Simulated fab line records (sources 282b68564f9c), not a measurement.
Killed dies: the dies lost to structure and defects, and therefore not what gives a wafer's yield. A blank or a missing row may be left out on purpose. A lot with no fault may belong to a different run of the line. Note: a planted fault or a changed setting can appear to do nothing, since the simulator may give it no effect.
Which tool is to blame? | flow rit-cmos | 14 lots with 42 wafers sampled at 4 steps, on a route of 202 steps

## WHAT THE GAUGES READ, wafer by wafer
RIT_ACTIVE_BOW_MEAS_00.
lot  | measured    | on            | INCOMING_BOW (um)
L908 | day 1 10:02 | film-metro-02 | -4 -2 6
L909 | day 1 15:00 | film-metro-01 | -3 11 -8
L910 | day 1 20:01 | film-metro-01 | -2 -8 -6
L911 | day 2 01:00 | film-metro-04 | 1 17 6
L912 | day 2 06:08 | film-metro-04 | -4 4 3
L913 | day 2 11:01 | film-metro-02 | 3 -4 -9
L914 | day 2 16:02 | film-metro-04 | -5 5 -3
L916 | day 3 02:00 | film-metro-04 | 3 -7 9
L921 | day 4 03:04 | film-metro-02 | -2 7 -4
L922 | day 4 08:01 | film-metro-04 | -2 11 -4
L926 | day 5 04:00 | film-metro-02 | 1 -8 10
L927 | day 5 09:00 | film-metro-02 | 0 4 -6
L928 | day 5 14:01 | film-metro-02 | -8 -1 1
L930 | day 6 00:00 | film-metro-01 | 6 -12 -8

RIT_PRETRO_TW_MEAS_10.
lot  | measured    | on            | PRETRO_TW
L908 | day 2 07:45 | film-metro-03 | 480 480 479
L909 | day 2 13:52 | film-metro-02 | 471 468 468
L910 | day 2 23:04 | film-metro-04 | 473 474 473
L911 | day 3 05:28 | film-metro-03 | 476 478 477
L912 | day 3 09:55 | film-metro-02 | 471 467 470
L913 | day 3 10:17 | film-metro-03 | 479 479 480
L914 | day 3 15:29 | film-metro-04 | 475 476 474
L916 | day 4 00:29 | film-metro-04 | 470 467 469
L921 | day 5 00:39 | film-metro-03 | 522 518 523
L922 | day 5 06:32 | film-metro-02 | 510 509 510
L926 | day 6 01:29 | film-metro-03 | 478 478 478
L927 | day 6 07:41 | film-metro-03 | 477 478 481
L928 | day 6 11:13 | film-metro-04 | 474 477 477
L930 | day 6 21:11 | film-metro-03 | 479 479 479

## WHICH TOOL RAN EACH LOT (tool, then ch and the chambers of the sampled wafers, then the start)
lot  | RIT_NRETRO_STRIP_09                 | RIT_PRETRO_IMPLANT_08
L908 | plasma-asher-02 ch 0,1, day 2 05:48 | implanter-01 ch 0, day 2 07:28
L909 | plasma-asher-01 ch 0,1, day 2 12:08 | implanter-01 ch 0, day 2 13:32
L910 | plasma-asher-04 ch 0,1, day 2 21:20 | implanter-03 ch 0, day 2 22:46
L911 | plasma-asher-02 ch 0,1, day 3 03:44 | implanter-03 ch 0, day 3 05:08
L912 | plasma-asher-02 ch 0,1, day 3 08:11 | implanter-01 ch 0, day 3 09:37
L913 | plasma-asher-04 ch 0,1, day 3 08:25 | implanter-02 ch 0, day 3 09:58
L914 | plasma-asher-04 ch 0,1, day 3 13:48 | implanter-02 ch 0, day 3 15:11
L916 | plasma-asher-02 ch 0,1, day 3 22:46 | implanter-02 ch 0, day 4 00:10
L921 | plasma-asher-02 ch 0,1, day 4 22:50 | implanter-03 ch 0, day 5 00:22
L922 | plasma-asher-02 ch 0,1, day 5 04:48 | implanter-03 ch 0, day 5 06:14
L926 | plasma-asher-01 ch 1, day 5 23:37   | implanter-02 ch 0, day 6 01:09
L927 | plasma-asher-04 ch 0,1, day 6 05:50 | implanter-02 ch 0, day 6 07:22
L928 | plasma-asher-01 ch 0,1, day 6 09:28 | implanter-02 ch 0, day 6 10:54
L930 | plasma-asher-01 ch 0,1, day 6 19:28 | implanter-02 ch 0, day 6 20:52
- RIT_NRETRO_STRIP_09: strips in O2, time 180 s.
- RIT_PRETRO_IMPLANT_08

## AS READ BY THE TOOLS THEMSELVES (means over the sampled wafers that have a number; for cases with no such wafer, the mark the record gives instead)
RIT_NRETRO_STRIP_09.
lot  | tool            | drypump-motor-current-A (A)
L908 | plasma-asher-02 | 6.2
L909 | plasma-asher-01 | 6.4
L910 | plasma-asher-04 | 5.6
L911 | plasma-asher-02 | 6.1
L912 | plasma-asher-02 | 6.4
L913 | plasma-asher-04 | 5.6
L914 | plasma-asher-04 | 5.6
L916 | plasma-asher-02 | 6.4
L921 | plasma-asher-02 | 6.1
L922 | plasma-asher-02 | 6.4
L926 | plasma-asher-01 | 5.9
L927 | plasma-asher-04 | 5.4
L928 | plasma-asher-01 | 6.2
L930 | plasma-asher-01 | 6.4

RIT_PRETRO_IMPLANT_08.
lot  | tool         | dose-ions-cm2 | faraday-current-uA
L908 | implanter-01 | 1.2019e+13    | 38.2
L909 | implanter-01 | 1.2003e+13    | 38.7
L910 | implanter-03 | 1.1998e+13    | 38.7
L911 | implanter-03 | 1.2011e+13    | 38.3
L912 | implanter-01 | 1.2007e+13    | 37.5
L913 | implanter-02 | 1.1992e+13    | 37.6
L914 | implanter-02 | 1.1989e+13    | 37.7
L916 | implanter-02 | 1.1996e+13    | 38.4
L921 | implanter-03 | 1.5687e+13    | 49.3
L922 | implanter-03 | 1.5705e+13    | 49.4
L926 | implanter-02 | 1.1981e+13    | 37.9
L927 | implanter-02 | 1.2005e+13    | 38.2
L928 | implanter-02 | 1.2001e+13    | 38.5
L930 | implanter-02 | 1.1995e+13    | 38.0

## THE ANSWER, worked out from the rows above alone
Rule: what is usual is taken from the lots themselves. The widest of any qualifying gaps counts: lots, ordered by their means at a reading, are off when they make up no more than a third of the lots, leave a main group of 4 or more, and stand apart from it by 3 or more times the standard deviation of that group's means. If all means in a main group match to the digits the tables above print for the reading, that group is not used. Also off: a lot with no number at a reading for which 4 or more lots have one. Where the step has rows for the other lots, those lots are counted as sound. After the gauges, taken in route order, come the tools' own readings; for these a lot's mean is taken, as printed above. The first step at which some lot is off is used, and at that step the reading that is off furthest; a lot without a number counts as furthest.
Off: at RIT_PRETRO_TW_MEAS_10 (PRETRO_TW), L921, L922. The main group: mean 475, standard deviation 4.
If a tool, at a process step before that reading, ran all the lots that are off and no sound lot after the first of them, it fits. Not tried: the gauges at RIT_PRETRO_TW_MEAS_10; whatever is off there is also off at RIT_PRETRO_IMPLANT_08, on other tools, and gauge error can't account for it. Can't be told from this: 2 tools fit, plasma-asher-02 at RIT_NRETRO_STRIP_09, implanter-03 at RIT_PRETRO_IMPLANT_08.

## WHAT THE SIMULATOR HAD PUT IN
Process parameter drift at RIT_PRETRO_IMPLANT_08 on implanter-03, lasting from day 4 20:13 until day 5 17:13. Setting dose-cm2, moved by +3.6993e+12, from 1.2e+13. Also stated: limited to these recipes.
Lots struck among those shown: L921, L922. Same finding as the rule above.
